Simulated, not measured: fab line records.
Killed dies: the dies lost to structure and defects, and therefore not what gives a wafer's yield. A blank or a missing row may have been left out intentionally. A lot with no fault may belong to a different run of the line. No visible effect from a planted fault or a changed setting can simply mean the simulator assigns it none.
fab line records + flow rit-cmos
record
- lots=14
- wafers=42
- last-day=7
route steps=202 shown FOX1@21 NRETRO@59 SPACER@130 CONTACT@176 M1@202
lots that met no fault: from a run of the same line without faults
start-h: hours from the record's opening day to when the first of the lot's shown wafers began + wait-h: how many hours have passed since the lot's step before this one + " repeats the value in the row above + L1.1+2: a row that stands for several wafers + - no value, or no start was given + * or withheld: withheld + < > ~ a bound
route shown NAME@n: NAME is a module with steps in the file, n the number in the route of the first one + usual: mean/standard deviation of fault-free wafers + same: alike in all rows + chamber/n: place in a boat + sites: each site's reading + _std_site: their standard deviation + _edge_site: outer sites' mean less inner sites' + radius-mm: how far each site lies from the wafer's centre + mask NAME#n: copy n + behind: the tool/chamber that last shaped the wafer + hold: cause of the lot's hold/its duration in hours/its outcome + device: the n, p or np transistor that did not switch + end of line: tests of these same wafers at the route's end + a step without rows: its recipe alone + killed: at the first sort, the dies lost to defects and structure; wafer yield is something else + map: shows each die of a wafer: x if killed, . if not, _ if none is there
set.NAME: the setting the step ran with; set.NAME@STEP: the setting that earlier step ran with + model.NAME: the simulator's own value behind a step, which no gauge read
steps of the route over a sample of lots; a table a step, a row a wafer
services: a tool's chamber out of use, with start hour (start-h, from the record's first day; less than 0 if before it), hours out, and reason
## steps
# step RIT_FOX1_THK_MEAS_01
# recipe
- reads=SiO2_of_FOX1_OXIDATION_00
# usual
- FOX1_OXIDE_THK=348/6.5
| lot.wafer | tool          | chamber | start-h | wait-h | FOX1_OXIDE_THK[nm] |
|-----------|---------------|---------|---------|--------|--------------------|
| L867.2    | film-metro-02 | -       | 23.07   | 0.0    | 353                |
| L867.5    | "             | -       | "       | "      | 354                |
| L867.6    | "             | -       | "       | "      | 355                |
| L868.2    | film-metro-02 | -       | 25.95   | 0.0    | 359                |
| L868.3    | "             | -       | "       | "      | 352                |
| L868.6    | "             | -       | "       | "      | 350                |
| L869.2    | film-metro-01 | -       | 30.05   | 0.0    | 346                |
| L869.3    | "             | -       | "       | "      | 347                |
| L869.5    | "             | -       | "       | "      | 347                |
| L870.1    | film-metro-01 | -       | 34.99   | 0.0    | 343                |
| L870.2    | "             | -       | "       | "      | 343                |
| L870.4    | "             | -       | "       | "      | 343                |
| L871.3    | film-metro-01 | -       | 39.98   | 0.0    | 345                |
| L871.4    | "             | -       | "       | "      | 349                |
| L871.6    | "             | -       | "       | "      | 348                |
| L872.1    | film-metro-02 | -       | 43.45   | 0.0    | 342                |
| L872.3    | "             | -       | "       | "      | 342                |
| L872.5    | "             | -       | "       | "      | 350                |
| L873.1    | film-metro-02 | -       | 49.01   | 0.0    | 349                |
| L873.3    | "             | -       | "       | "      | 351                |
| L873.4    | "             | -       | "       | "      | 359                |
| L874.1    | film-metro-04 | -       | 57.79   | 0.0    | 340                |
| L874.5    | "             | -       | "       | "      | 341                |
| L874.6    | "             | -       | "       | "      | 341                |
| L875.1    | film-metro-01 | -       | 65.04   | 0.0    | 354                |
| L875.4    | "             | -       | "       | "      | 349                |
| L875.6    | "             | -       | "       | "      | 357                |
| L877.3    | film-metro-04 | -       | 69.14   | 0.0    | 341                |
| L877.4    | "             | -       | "       | "      | 340                |
| L877.6    | "             | -       | "       | "      | 346                |
| L882.1    | film-metro-01 | -       | 96.50   | 0.0    | 343                |
| L882.4    | "             | -       | "       | "      | 349                |
| L882.5    | "             | -       | "       | "      | 347                |
| L884.1    | film-metro-01 | -       | 102.44  | 0.0    | 366                |
| L884.2    | "             | -       | "       | "      | 365                |
| L884.4    | "             | -       | "       | "      | 367                |
| L889.1    | film-metro-04 | -       | 128.75  | 0.0    | 353                |
| L889.2    | "             | -       | "       | "      | 350                |
| L889.5    | "             | -       | "       | "      | 348                |
| L890.2    | film-metro-02 | -       | 133.27  | 0.0    | 339                |
| L890.3    | "             | -       | "       | "      | 338                |
| L890.4    | "             | -       | "       | "      | 340                |
# step RIT_NRETRO_OVL_MEAS_06
# usual
- NRETRO_OVL=-0.3/1.1
| lot.wafer | tool       | chamber | start-h | wait-h | NRETRO_OVL[nm] |
|-----------|------------|---------|---------|--------|----------------|
| L867.2    | overlay-02 | -       | 36.48   | -      | 0.9            |
| L867.5    | "          | -       | "       | "      | -0.1           |
| L867.6    | "          | -       | "       | "      | -0.6           |
| L868.2    | overlay-01 | -       | 41.39   | -      | -2.9           |
| L868.3    | "          | -       | "       | "      | -0.6           |
| L868.6    | "          | -       | "       | "      | -2.3           |
| L869.2    | overlay-02 | -       | 45.00   | -      | 0.7            |
| L869.3    | "          | -       | "       | "      | 0.5            |
| L869.5    | "          | -       | "       | "      | 0.0            |
| L870.1    | overlay-02 | -       | 49.78   | -      | -1.9           |
| L870.2    | "          | -       | "       | "      | -1.8           |
| L870.4    | "          | -       | "       | "      | -1.8           |
| L871.3    | overlay-01 | -       | 54.74   | -      | 0.4            |
| L871.4    | "          | -       | "       | "      | 0.3            |
| L871.6    | "          | -       | "       | "      | -0.8           |
| L872.1    | overlay-02 | -       | 57.72   | -      | 0.2            |
| L872.3    | "          | -       | "       | "      | -0.2           |
| L872.5    | "          | -       | "       | "      | 1.2            |
| L873.1    | overlay-02 | -       | 65.28   | -      | 0.9            |
| L873.3    | "          | -       | "       | "      | 0.2            |
| L873.4    | "          | -       | "       | "      | -0.4           |
| L874.1    | overlay-02 | -       | 72.73   | -      | -1.9           |
| L874.5    | "          | -       | "       | "      | -1.4           |
| L874.6    | "          | -       | "       | "      | -1.5           |
| L875.1    | overlay-02 | -       | 78.48   | -      | -0.3           |
| L875.4    | "          | -       | "       | "      | -0.3           |
| L875.6    | "          | -       | "       | "      | 0.1            |
| L877.3    | overlay-01 | -       | 83.53   | -      | 0.1            |
| L877.4    | "          | -       | "       | "      | -1.4           |
| L877.6    | "          | -       | "       | "      | -0.3           |
| L882.1    | overlay-01 | -       | 111.56  | -      | -0.1           |
| L882.4    | "          | -       | "       | "      | -1.0           |
| L882.5    | "          | -       | "       | "      | 0.5            |
| L884.1    | overlay-02 | -       | 116.70  | -      | 0.0            |
| L884.2    | "          | -       | "       | "      | 0.1            |
| L884.4    | "          | -       | "       | "      | 0.7            |
| L889.1    | overlay-01 | -       | 142.57  | -      | 0.3            |
| L889.2    | "          | -       | "       | "      | 1.8            |
| L889.5    | "          | -       | "       | "      | 1.0            |
| L890.2    | overlay-02 | -       | 146.38  | -      | -1.4           |
| L890.3    | "          | -       | "       | "      | -1.3           |
| L890.4    | "          | -       | "       | "      | -1.6           |
# step RIT_SPACER_ETCHBACK_05
# recipe
- target-depth-a=2500
- SF6_flow_sccm=30
- CHF3_flow_sccm=30
- target=Si3N4
- chemistry=SF6/CHF3
- pressure-mtorr=40
- rf-w=250
- time-s=240
- stop-on=SiO2
# usual
- drypump-motor-current-A=5.5/0.34
- oes-product-au=0.845/0.02
- throttle-valve-pct=10.27/0.11
| lot.wafer | tool        | chamber | start-h | wait-h | drypump-motor-current-A | oes-product-au | rf-hours-counter-h | throttle-valve-pct |
|-----------|-------------|---------|---------|--------|-------------------------|----------------|--------------------|--------------------|
| L867.2    | rie-diel-01 | 1       | 56.47   | 0.0    | 5.6                     | 0.824          | 118                | 10.32              |
| L867.5    | "           | 3       | "       | "      | 5.4                     | 0.866          | -                  | 10.43              |
| L867.6    | "           | 0       | "       | "      | 5.2                     | 0.841          | -                  | 10.31              |
| L868.2    | rie-diel-04 | 3       | 65.21   | 0.0    | 4.8                     | 0.861          | 162                | 10.30              |
| L868.3    | "           | 0       | "       | "      | 5.2                     | 0.868          | 6                  | 10.23              |
| L868.6    | "           | 2       | "       | "      | 5.4                     | 0.817          | -                  | 10.29              |
| L869.2    | rie-diel-01 | 0       | 69.10   | 0.0    | 5.2                     | 0.843          | 167                | 10.29              |
| L869.3    | "           | 2       | "       | "      | 5.4                     | 0.854          | 122                | 10.17              |
| L869.5    | "           | 3       | "       | "      | 5.5                     | 0.874          | -                  | 10.42              |
| L870.1    | rie-diel-02 | 2       | 73.19   | 0.1    | 6.0                     | 0.867          | 82                 | 10.19              |
| L870.2    | "           | 1       | "       | "      | 5.7                     | 0.883          | 58                 | 10.31              |
| L870.4    | "           | 1       | "       | "      | 5.7                     | 0.883          | -                  | 10.34              |
| L871.3    | rie-diel-01 | 2       | 75.24   | 0.0    | 5.4                     | 0.841          | 122                | 10.17              |
| L871.4    | "           | 3       | "       | "      | 5.4                     | 0.861          | -                  | 10.42              |
| L871.6    | "           | 2       | "       | "      | 5.4                     | 0.842          | -                  | 10.15              |
| L872.1    | rie-diel-04 | 0       | 77.82   | 0.1    | 5.2                     | 0.871          | 6                  | 10.24              |
| L872.3    | "           | 1       | "       | "      | 5.9                     | 0.830          | 0                  | 10.40              |
| L872.5    | "           | 0       | "       | "      | 5.2                     | 0.866          | -                  | 10.22              |
| L873.1    | rie-diel-04 | 3       | 85.97   | 0.1    | 4.8                     | 0.872          | 162                | 10.30              |
| L873.3    | "           | 1       | "       | "      | 6.0                     | 0.844          | 1                  | 10.38              |
| L873.4    | "           | 2       | "       | "      | 5.4                     | 0.834          | 19                 | 10.30              |
| L874.1    | rie-diel-02 | 2       | 92.11   | 0.1    | 6.0                     | 0.862          | 82                 | 10.20              |
| L874.5    | "           | 0       | "       | "      | 5.6                     | 0.840          | -                  | 10.02              |
| L874.6    | "           | 1       | "       | "      | 5.7                     | 0.883          | -                  | 10.35              |
| L875.1    | rie-diel-04 | 1       | 96.30   | 0.1    | 5.9                     | 0.828          | 1                  | 10.41              |
| L875.4    | "           | 0       | "       | "      | 5.2                     | 0.869          | -                  | 10.21              |
| L875.6    | "           | 2       | "       | "      | 5.4                     | 0.821          | -                  | 10.28              |
| L877.3    | rie-diel-02 | 0       | 105.51  | 0.0    | 5.6                     | 0.825          | 9                  | 10.03              |
| L877.4    | "           | 1       | "       | "      | 5.7                     | 0.865          | 59                 | 10.33              |
| L877.6    | "           | 0       | "       | "      | 5.6                     | 0.840          | -                  | 10.00              |
| L882.1    | rie-diel-04 | 3       | 130.69  | 0.1    | 4.8                     | 0.808          | 0                  | 10.34              |
| L882.4    | "           | 1       | "       | "      | 5.9                     | 0.821          | 2                  | 10.40              |
| L882.5    | "           | 0       | "       | "      | 5.2                     | 0.856          | -                  | 10.22              |
| L884.1    | rie-diel-04 | 0       | 136.53  | 0.1    | 5.2                     | 0.853          | 8                  | 10.23              |
| L884.2    | "           | 3       | "       | "      | 4.8                     | 0.814          | 0                  | 10.32              |
| L884.4    | "           | 1       | "       | "      | 5.9                     | 0.820          | 2                  | 10.40              |
| L889.1    | rie-diel-02 | 0       | 161.31  | 0.1    | 5.6                     | 0.841          | 10                 | 10.01              |
| L889.2    | "           | 3       | "       | "      | 5.7                     | 0.831          | 1                  | 10.30              |
| L889.5    | "           | 1       | "       | "      | 5.8                     | 0.865          | -                  | 10.32              |
| L890.2    | rie-diel-02 | 3       | 168.24  | 0.0    | 5.7                     | 0.836          | 1                  | 10.32              |
| L890.3    | "           | 2       | "       | "      | 6.0                     | 0.867          | 84                 | 10.19              |
| L890.4    | "           | 0       | "       | "      | 5.6                     | 0.831          | 10                 | 10.01              |
# step RIT_CONTACT_CD_MEAS_08
# recipe
- target-cd-nm=1000
# usual
- cd-nm=1000.9/2.2
| lot.wafer | tool      | chamber | start-h | wait-h | cd-nm  |
|-----------|-----------|---------|---------|--------|--------|
| L867.2    | cd-sem-01 | -       | 62.62   | -      | 1001.6 |
| L867.5    | "         | -       | "       | "      | 1003.8 |
| L867.6    | "         | -       | "       | "      | 1000.8 |
| L868.2    | cd-sem-02 | -       | 71.98   | -      | 1005.8 |
| L868.3    | "         | -       | "       | "      | 1005.9 |
| L868.6    | "         | -       | "       | "      | 1004.1 |
| L869.2    | cd-sem-02 | -       | 75.21   | -      | 997.7  |
| L869.3    | "         | -       | "       | "      | 1001.9 |
| L869.5    | "         | -       | "       | "      | 1000.4 |
| L870.1    | cd-sem-02 | -       | 78.86   | -      | 1000.1 |
| L870.2    | "         | -       | "       | "      | 1002.2 |
| L870.4    | "         | -       | "       | "      | 1003.1 |
| L871.3    | cd-sem-02 | -       | 81.21   | -      | 1000.4 |
| L871.4    | "         | -       | "       | "      | 999.6  |
| L871.6    | "         | -       | "       | "      | 999.4  |
| L872.1    | cd-sem-01 | -       | 84.10   | -      | 1000.7 |
| L872.3    | "         | -       | "       | "      | 998.1  |
| L872.5    | "         | -       | "       | "      | 1001.8 |
| L873.1    | cd-sem-02 | -       | 91.65   | -      | 999.9  |
| L873.3    | "         | -       | "       | "      | 1001.9 |
| L873.4    | "         | -       | "       | "      | 1001.3 |
| L874.1    | cd-sem-02 | -       | 97.93   | -      | 1001.6 |
| L874.5    | "         | -       | "       | "      | 1001.6 |
| L874.6    | "         | -       | "       | "      | 1001.0 |
| L875.1    | cd-sem-01 | -       | 102.08  | -      | 998.8  |
| L875.4    | "         | -       | "       | "      | 999.1  |
| L875.6    | "         | -       | "       | "      | 997.1  |
| L877.3    | cd-sem-02 | -       | 111.41  | -      | 1002.8 |
| L877.4    | "         | -       | "       | "      | 998.8  |
| L877.6    | "         | -       | "       | "      | 1002.2 |
| L882.1    | cd-sem-02 | -       | 136.71  | -      | 1000.0 |
| L882.4    | "         | -       | "       | "      | 1000.4 |
| L882.5    | "         | -       | "       | "      | 1000.5 |
| L884.1    | cd-sem-02 | -       | 142.31  | -      | 996.8  |
| L884.2    | "         | -       | "       | "      | 997.3  |
| L884.4    | "         | -       | "       | "      | 998.1  |
| L889.1    | cd-sem-01 | -       | 166.93  | -      | 998.7  |
| L889.2    | "         | -       | "       | "      | 1000.6 |
| L889.5    | "         | -       | "       | "      | 997.8  |
| L890.2    | cd-sem-01 | -       | 174.36  | -      | 1002.1 |
| L890.3    | "         | -       | "       | "      | 1000.8 |
| L890.4    | "         | -       | "       | "      | 1000.5 |
# step RIT_M1_PROBE_99
# usual
- killed-at-contacts=0.1/0.24
- killed-at-front-end=7/3.2
- killed-dies=7/3.2
- killed-on-rim=2.0/1.5
- killed-open=3.4/2
- killed-short=3.5/2.2
# same
- gross-dies=264
- killed_at_M0_to_M3=0
- killed_at_M4_up=0
- killed-at-back-side=0
- killed-at-other=0
| lot.wafer | tool      | chamber | start-h | wait-h | hold                     | killed-at-contacts | killed-at-front-end | killed-dies | killed-on-rim | killed-open | killed-short |
|-----------|-----------|---------|---------|--------|--------------------------|--------------------|---------------------|-------------|---------------|-------------|--------------|
| L867.2    | prober-01 | -       | 68.24   | 0.1    | -                        | 1                  | 3                   | 4           | 1             | 1           | 3            |
| L867.5    | prober-01 | -       | 68.39   | 0.2    | -                        | 0                  | 4                   | 4           | 0             | 2           | 2            |
| L867.6    | prober-01 | -       | 68.44   | 0.2    | -                        | 0                  | 6                   | 6           | 0             | 2           | 4            |
| L868.2    | prober-02 | -       | 77.86   | 0.1    | -                        | 0                  | 7                   | 7           | 3             | 2           | 5            |
| L868.3    | prober-02 | -       | 77.91   | 0.2    | -                        | 0                  | 10                  | 10          | 1             | 5           | 5            |
| L868.6    | prober-02 | -       | 78.06   | 0.2    | -                        | 0                  | 8                   | 8           | 2             | 1           | 7            |
| L869.2    | prober-02 | -       | 80.47   | 0.1    | -                        | 0                  | 8                   | 8           | 4             | 5           | 3            |
| L869.3    | prober-02 | -       | 80.52   | 0.2    | -                        | 0                  | 6                   | 6           | 0             | 4           | 2            |
| L869.5    | prober-02 | -       | 80.62   | 0.2    | -                        | 0                  | 6                   | 6           | 0             | 2           | 4            |
| L870.1    | prober-01 | -       | 84.45   | 0.1    | -                        | 0                  | 4                   | 4           | 2             | 3           | 1            |
| L870.2    | prober-01 | -       | 84.50   | 0.1    | -                        | 0                  | 2                   | 2           | 1             | 2           | 0            |
| L870.4    | prober-01 | -       | 84.60   | 0.2    | -                        | 0                  | 4                   | 4           | 0             | 3           | 1            |
| L871.3    | prober-02 | -       | 86.58   | 0.2    | -                        | 0                  | 8                   | 8           | 2             | 5           | 3            |
| L871.4    | prober-02 | -       | 86.63   | 0.2    | -                        | 0                  | 11                  | 11          | 2             | 5           | 6            |
| L871.6    | prober-02 | -       | 86.73   | 0.2    | -                        | 0                  | 12                  | 12          | 2             | 6           | 6            |
| L872.1    | prober-01 | -       | 89.50   | 0.1    | -                        | 0                  | 5                   | 5           | 2             | 3           | 2            |
| L872.3    | prober-01 | -       | 89.60   | 0.2    | -                        | 0                  | 6                   | 6           | 2             | 2           | 4            |
| L872.5    | prober-01 | -       | 89.70   | 0.2    | -                        | 1                  | 3                   | 4           | 1             | 3           | 1            |
| L873.1    | prober-02 | -       | 97.00   | 0.1    | -                        | 0                  | 8                   | 8           | 3             | 2           | 6            |
| L873.3    | prober-02 | -       | 97.10   | 0.2    | -                        | 0                  | 12                  | 12          | 3             | 6           | 6            |
| L873.4    | prober-02 | -       | 97.15   | 0.2    | -                        | 0                  | 10                  | 10          | 3             | 4           | 6            |
| L874.1    | prober-01 | -       | 103.27  | 0.1    | -                        | 0                  | 6                   | 6           | 0             | 3           | 3            |
| L874.5    | prober-01 | -       | 103.47  | 0.2    | -                        | 0                  | 9                   | 9           | 3             | 5           | 4            |
| L874.6    | prober-01 | -       | 103.52  | 0.2    | -                        | 0                  | 7                   | 7           | 1             | 5           | 2            |
| L875.1    | prober-02 | -       | 107.39  | 0.1    | -                        | 0                  | 6                   | 6           | 2             | 4           | 2            |
| L875.4    | prober-02 | -       | 107.54  | 0.2    | -                        | 0                  | 4                   | 4           | 3             | 2           | 2            |
| L875.6    | prober-02 | -       | 107.64  | 0.2    | -                        | 0                  | 7                   | 7           | 2             | 7           | 0            |
| L877.3    | prober-02 | -       | 116.85  | 0.2    | -                        | 0                  | 5                   | 5           | 1             | 2           | 3            |
| L877.4    | prober-02 | -       | 116.90  | 0.2    | -                        | 0                  | 5                   | 5           | 1             | 3           | 2            |
| L877.6    | prober-02 | -       | 117.00  | 0.2    | -                        | 0                  | 5                   | 5           | 1             | 3           | 2            |
| L882.1    | prober-01 | -       | 142.11  | 0.1    | await-dispo/1.8h/release | 0                  | 9                   | 9           | 1             | 4           | 5            |
| L882.4    | prober-01 | -       | 142.26  | 0.2    | await-dispo/1.8h/release | 0                  | 5                   | 5           | 1             | 3           | 2            |
| L882.5    | prober-01 | -       | 142.31  | 0.2    | await-dispo/1.8h/release | 0                  | 18                  | 18          | 9             | 1           | 2            |
| L884.1    | prober-01 | -       | 147.50  | 0.1    | await-dispo/2.2h/release | 0                  | 24                  | 24          | 12            | 4           | 4            |
| L884.2    | prober-01 | -       | 147.55  | 0.1    | await-dispo/2.2h/release | 0                  | 5                   | 5           | 5             | 4           | 1            |
| L884.4    | prober-01 | -       | 147.65  | 0.2    | await-dispo/2.2h/release | 0                  | 13                  | 13          | 7             | 9           | 4            |
| L889.1    | prober-02 | -       | 172.23  | 0.1    | -                        | 0                  | 3                   | 3           | 0             | 3           | 0            |
| L889.2    | prober-02 | -       | 172.28  | 0.1    | -                        | 0                  | 4                   | 4           | 0             | 1           | 3            |
| L889.5    | prober-02 | -       | 172.43  | 0.2    | -                        | 0                  | 4                   | 4           | 0             | 3           | 1            |
| L890.2    | prober-01 | -       | 179.55  | 0.1    | -                        | 0                  | 8                   | 8           | 5             | 1           | 7            |
| L890.3    | prober-01 | -       | 179.60  | 0.2    | -                        | 0                  | 2                   | 2           | 1             | 2           | 0            |
| L890.4    | prober-01 | -       | 179.65  | 0.2    | -                        | 0                  | 3                   | 3           | 0             | 2           | 1            |
# killed by level:class
L867.2 SPACER:geometric-particle:short=2 GATE:geometric-particle:open=1 CONTACT:geometric-particle:short=1
L867.5 GATE:geometric-particle:short=2 FOX2:geometric-particle:open=1 GATE:geometric-particle:open=1
L867.6 GATE:geometric-particle:open=2 GATE:geometric-particle:short=2 REOX:geometric-particle:short=1 SPACER:geometric-particle:short=1
L868.2 GATE:geometric-particle:short=2 SILICIDE:geometric-particle:short=2 SPACER:geometric-particle:open=1 SPACER:geometric-particle:short=1 SILICIDE:geometric-particle:open=1
L868.3 GATE:geometric-particle:open=3 SPACER:geometric-particle:short=2 FOX1:geometric-particle:short=1 FOX2:geometric-particle:short=1 REOX:geometric-particle:open=1 SPACER:geometric-particle:open=1 SILICIDE:geometric-particle:short=1
L868.6 REOX:geometric-particle:short=3 GATE:geometric-particle:short=2 FOX2:geometric-particle:open=1 FOX2:geometric-particle:short=1 SILICIDE:geometric-particle:short=1
L869.2 GATE:geometric-particle:short=2 SPACER:geometric-particle:open=2 FOX1:geometric-particle:open=1 FOX1:geometric-particle:short=1 GATE:geometric-particle:open=1 SILICIDE:geometric-particle:open=1
L869.3 SILICIDE:geometric-particle:open=2 FOX2:geometric-particle:open=1 GATE:geometric-particle:short=1 SPACER:geometric-particle:open=1 SILICIDE:geometric-particle:short=1
L869.5 GATE:geometric-particle:short=3 GATE:geometric-particle:open=2 SPACER:geometric-particle:short=1
L870.1 GATE:geometric-particle:open=1 REOX:geometric-particle:short=1 REOX:geometric-particle:open=1 SPACER:geometric-particle:open=1
L870.2 GATE:geometric-particle:open=1 SPACER:geometric-particle:open=1
L870.4 FOX1:geometric-particle:open=1 GATE:geometric-particle:open=1 SPACER:geometric-particle:short=1 SILICIDE:geometric-particle:open=1
L871.3 GATE:geometric-particle:short=2 GATE:geometric-particle:open=2 FOX1:geometric-particle:open=1 FOX2:geometric-particle:open=1 REOX:geometric-particle:open=1 SPACER:geometric-particle:short=1
L871.4 SPACER:geometric-particle:short=3 FOX2:geometric-particle:short=2 SPACER:geometric-particle:open=2 GATE:geometric-particle:short=1 GATE:geometric-particle:open=1 REOX:geometric-particle:open=1 SILICIDE:geometric-particle:open=1
L871.6 SPACER:geometric-particle:open=4 SILICIDE:geometric-particle:short=3 FOX1:geometric-particle:open=1 FOX2:geometric-particle:short=1 GATE:geometric-particle:open=1 REOX:geometric-particle:short=1 SPACER:geometric-particle:short=1
L872.1 FOX1:geometric-particle:short=1 FOX1:geometric-particle:open=1 GATE:geometric-particle:short=1 GATE:geometric-particle:open=1 SPACER:geometric-particle:open=1
L872.3 SILICIDE:geometric-particle:short=3 FOX2:geometric-particle:open=1 REOX:geometric-particle:short=1 SILICIDE:geometric-particle:open=1
L872.5 FOX1:geometric-particle:short=1 SPACER:geometric-particle:open=1 SILICIDE:geometric-particle:open=1 CONTACT:geometric-particle:open=1
L873.1 GATE:geometric-particle:short=4 GATE:geometric-particle:open=2 FOX2:geometric-particle:short=1 REOX:geometric-particle:short=1
L873.3 GATE:geometric-particle:open=6 GATE:geometric-particle:short=3 REOX:geometric-particle:short=1 SPACER:geometric-particle:short=1 SILICIDE:geometric-particle:short=1
L873.4 GATE:geometric-particle:short=3 FOX1:geometric-particle:short=2 GATE:geometric-particle:open=2 FOX2:geometric-particle:open=1 REOX:geometric-particle:open=1 REOX:geometric-particle:short=1
L874.1 SPACER:geometric-particle:short=2 FOX1:geometric-particle:open=1 GATE:geometric-particle:short=1 SPACER:geometric-particle:open=1 SILICIDE:geometric-particle:open=1
L874.5 GATE:geometric-particle:short=3 GATE:geometric-particle:open=2 SPACER:geometric-particle:open=2 FOX1:geometric-particle:short=1 FOX2:geometric-particle:open=1
L874.6 GATE:geometric-particle:open=3 FOX2:geometric-particle:short=1 REOX:geometric-particle:open=1 SPACER:geometric-particle:open=1 SPACER:geometric-particle:short=1
L875.1 SPACER:geometric-particle:open=3 SPACER:geometric-particle:short=2 GATE:geometric-particle:open=1
L875.4 GATE:geometric-particle:short=2 GATE:geometric-particle:open=1 SPACER:geometric-particle:open=1
L875.6 SPACER:geometric-particle:open=3 GATE:geometric-particle:open=2 FOX1:geometric-particle:open=1 SILICIDE:geometric-particle:open=1
L877.3 FOX1:geometric-particle:short=1 FOX2:geometric-particle:short=1 GATE:geometric-particle:open=1 REOX:geometric-particle:open=1 SPACER:geometric-particle:short=1
L877.4 FOX2:geometric-particle:open=1 GATE:geometric-particle:open=1 GATE:geometric-particle:short=1 SPACER:geometric-particle:short=1 SPACER:geometric-particle:open=1
L877.6 SILICIDE:geometric-particle:open=2 GATE:geometric-particle:short=1 GATE:geometric-particle:open=1 REOX:geometric-particle:short=1
L882.1 FOX2:geometric-particle:short=2 FOX1:geometric-particle:short=1 FOX2:geometric-particle:open=1 GATE:geometric-particle:open=1 REOX:geometric-particle:open=1 SPACER:geometric-particle:short=1 SPACER:geometric-particle:open=1 SILICIDE:geometric-particle:short=1
L882.4 FOX1:geometric-particle:open=1 FOX2:geometric-particle:open=1 GATE:geometric-particle:short=1 REOX:geometric-particle:short=1 REOX:geometric-particle:open=1
L882.5 SPACER:unspecified=15 FOX1:geometric-particle:short=1 FOX2:geometric-particle:short=1 SPACER:geometric-particle:open=1
L884.1 SPACER:unspecified=16 FOX1:geometric-particle:open=2 FOX2:geometric-particle:short=2 GATE:geometric-particle:short=1 REOX:geometric-particle:open=1 REOX:geometric-particle:short=1 SPACER:geometric-particle:open=1
L884.2 GATE:geometric-particle:open=3 FOX1:geometric-particle:open=1 SILICIDE:geometric-particle:short=1
L884.4 REOX:geometric-particle:open=3 FOX2:geometric-particle:open=2 GATE:geometric-particle:short=2 GATE:geometric-particle:open=2 FOX1:geometric-particle:open=1 REOX:geometric-particle:short=1 SILICIDE:geometric-particle:open=1 SILICIDE:geometric-particle:short=1
L889.1 FOX2:geometric-particle:open=1 GATE:geometric-particle:open=1 REOX:geometric-particle:open=1
L889.2 FOX2:geometric-particle:short=2 FOX2:geometric-particle:open=1 SILICIDE:geometric-particle:short=1
L889.5 FOX1:geometric-particle:open=1 GATE:geometric-particle:short=1 GATE:geometric-particle:open=1 REOX:geometric-particle:open=1
L890.2 GATE:geometric-particle:short=5 FOX1:geometric-particle:short=2 GATE:geometric-particle:open=1
L890.3 FOX2:geometric-particle:open=1 GATE:geometric-particle:open=1
L890.4 FOX2:geometric-particle:short=1 REOX:geometric-particle:open=1 STARTING-WAFER:geometric-particle:open=1
## services
| tool        | chamber | start-h | hours | kind           |
|-------------|---------|---------|-------|----------------|
| rie-diel-01 | 1       | 57.88   | 3.0   | repair         |
| rie-diel-01 | -       | 73.33   | 0.3   | repair         |
| rie-diel-01 | 0       | 73.67   | 9.9   | repair         |
| rie-diel-02 | 3       | 74.08   | -     | clean          |
| rie-diel-02 | 3       | 74.08   | 22.9  | scheduled-down |
| rie-diel-02 | 3       | 74.08   | 22.9  | vent-cycle     |
| rie-diel-04 | 3       | 77.15   | 7.1   | repair         |
| rie-diel-04 | 3       | 91.80   | -     | clean          |
| rie-diel-04 | 3       | 91.80   | 19.7  | scheduled-down |
| rie-diel-04 | 3       | 91.80   | 19.7  | vent-cycle     |
| rie-diel-01 | 0       | 93.09   | 1.9   | repair         |
| rie-diel-01 | 0       | 94.99   | -     | clean          |
| rie-diel-01 | 0       | 94.99   | 19.9  | scheduled-down |
| rie-diel-01 | 0       | 94.99   | 19.9  | vent-cycle     |
| rie-diel-02 | 0       | 97.91   | 5.5   | repair         |
| rie-diel-02 | -       | 104.93  | 0.2   | repair         |
| rie-diel-01 | -       | 110.66  | 0.4   | repair         |
| rie-diel-01 | 1       | 137.16  | 9.8   | repair         |
| rie-diel-01 | 0       | 144.17  | 3.2   | repair         |
## key
first-sign
- step=RIT_M1_PROBE_99
- reading=killed-at-front-end
- direction=up
- sigmas=4.4
- usual=7
- struck=21
effect
- step=RIT_M1_PROBE_99
- reading=killed-dies
- direction=up
- sigmas=4.4
- usual=7
- struck=21
met-at RIT_SPACER_ETCHBACK_05
struck-lots L882,L884
struck-wafers L882.5,L884.1
tester-left-out L882,L884
not-acting-at RIT_FOX1_THK_MEAS_01,RIT_NRETRO_OVL_MEAS_06,RIT_CONTACT_CD_MEAS_08
onset-between 96.30 130.69
fault
- kind=chamber-particle-source
- tool=rie-diel-04
- chamber=0
- onset-h=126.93
- steps=RIT_SPACER_ETCHBACK_05
- rate-per-visit-cm2=0.58436
- end-h=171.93
# tester-left-out: of these lots the tester's yield and bins aren't shown, on N5 and GAA mostly nor the transistor test; their killed dies are dies lost to structure and defects alone, not to doping, threshold or leakage, so they don't give the yield
